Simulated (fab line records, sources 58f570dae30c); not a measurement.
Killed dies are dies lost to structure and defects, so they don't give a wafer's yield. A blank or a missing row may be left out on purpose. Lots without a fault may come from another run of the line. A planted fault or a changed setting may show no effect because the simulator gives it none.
One fault seen from 2 desks | flow berkeley_cmos170 | each desk has only its own numbers; what lay behind them comes last

THE TOOL OWNER'S DESK: pvd_sputter-04
The tool's own readings at UCB170_M2_SPUTTER_01 (material Al, target thk 900 nm, time 120 s): means of the sampled wafers that have a number, for each lot that ran on this tool. A lot is out of limits, marked OUT, if its mean lies more than 4 standard deviations from the usual mean; the brackets give that distance.
Columns: A = cathode_dc_power_W at UCB170_M2_SPUTTER_01, usual 5999.9 W; B = chamber_pressure_pa at UCB170_M2_SPUTTER_01, usual 0.4999 Pa; C = throttle_valve_pct at UCB170_M2_SPUTTER_01, usual 29.3 %
lot  | first seen here | A                        | B      | C
L444 | day 8 15:19     | 6000.4                   | 0.4984 | 30.6
L451 | day 9 21:49     | 6000.0                   | 0.5001 | 29.1
L454 | day 10 10:58    | 6001.0                   | 0.4991 | 29.2
L456 | day 11 08:04    | 6000.4                   | 0.4998 | 29.4
L465 | day 12 11:40    | 6259.7 (+99 or more) OUT | 0.4998 | 28.5
L463 | day 12 14:52    | 6259.5 (+99 or more) OUT | 0.5001 | 27.7
This desk's finding: out of limits on L463, L465; first on L465, day 12 11:40 (cathode_dc_power_W at UCB170_M2_SPUTTER_01). In limits: L444, L451, L454, L456.

THE METROLOGY DESK
What the gauges read, lot by lot, whatever tool the lot ran on: means of the sampled wafers that have a number. A lot is out of limits, marked OUT, if its mean lies more than 4 standard deviations from the usual mean; the brackets give that distance.
Columns: A = M2_AL_RS at UCB170_M2_RS_MEAS_02, usual 0.0320 ohm/sq; B = M2_AL_THK at UCB170_M2_THK_MEAS_03, usual 918 nm
lot  | first seen here | A                 | B
L444 | day 8 15:23     | 0.0322            | 914
L443 | day 8 18:04     | 0.0319            | 920
L448 | day 9 21:37     | 0.0322            | 904
L451 | day 9 21:54     | 0.0321            | 912
L446 | day 9 22:05     | 0.0323            | 911
L452 | day 9 22:38     | 0.0326            | 904
L454 | day 10 11:05    | 0.0322            | 914
L453 | day 10 12:01    | 0.0322            | 910
L455 | day 10 23:43    | 0.0320            | 920
L457 | day 11 00:59    | 0.0317            | 926
L456 | day 11 08:11    | 0.0323            | 912
L465 | day 12 11:44    | 0.0310            | 951
L466 | day 12 14:43    | 0.0319            | 917
L463 | day 12 14:59    | 0.0303 (-5.3) OUT | 974 (+5.7) OUT
This desk's finding: out of limits on L463; first on L463, day 12 14:59 (M2_AL_RS at UCB170_M2_RS_MEAS_02). In limits: L444, L443, L448, L451, L446, L452, L454, L453, L455, L457, L456, L465, L466.

PUT TOGETHER
The tool owner's desk could have raised an alarm at day 12 11:40, on L463, L465.
The metrology desk could have raised an alarm at day 12 14:59, on L463.
The metrology desk has L465 on record, within its limits.
Of the lots named, all ran UCB170_M2_SPUTTER_01 on pvd_sputter-04.

WHAT THE SIMULATOR HAD PUT IN
Process parameter drift: pvd_sputter-04, from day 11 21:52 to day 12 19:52, at UCB170_M2_SPUTTER_01. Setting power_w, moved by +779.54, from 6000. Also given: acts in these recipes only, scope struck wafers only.
Lots struck among those shown: L463, L465.
Hours from the fault's start to each desk's first reading out of limits: the tool owner's desk, 14; the metrology desk, 17.
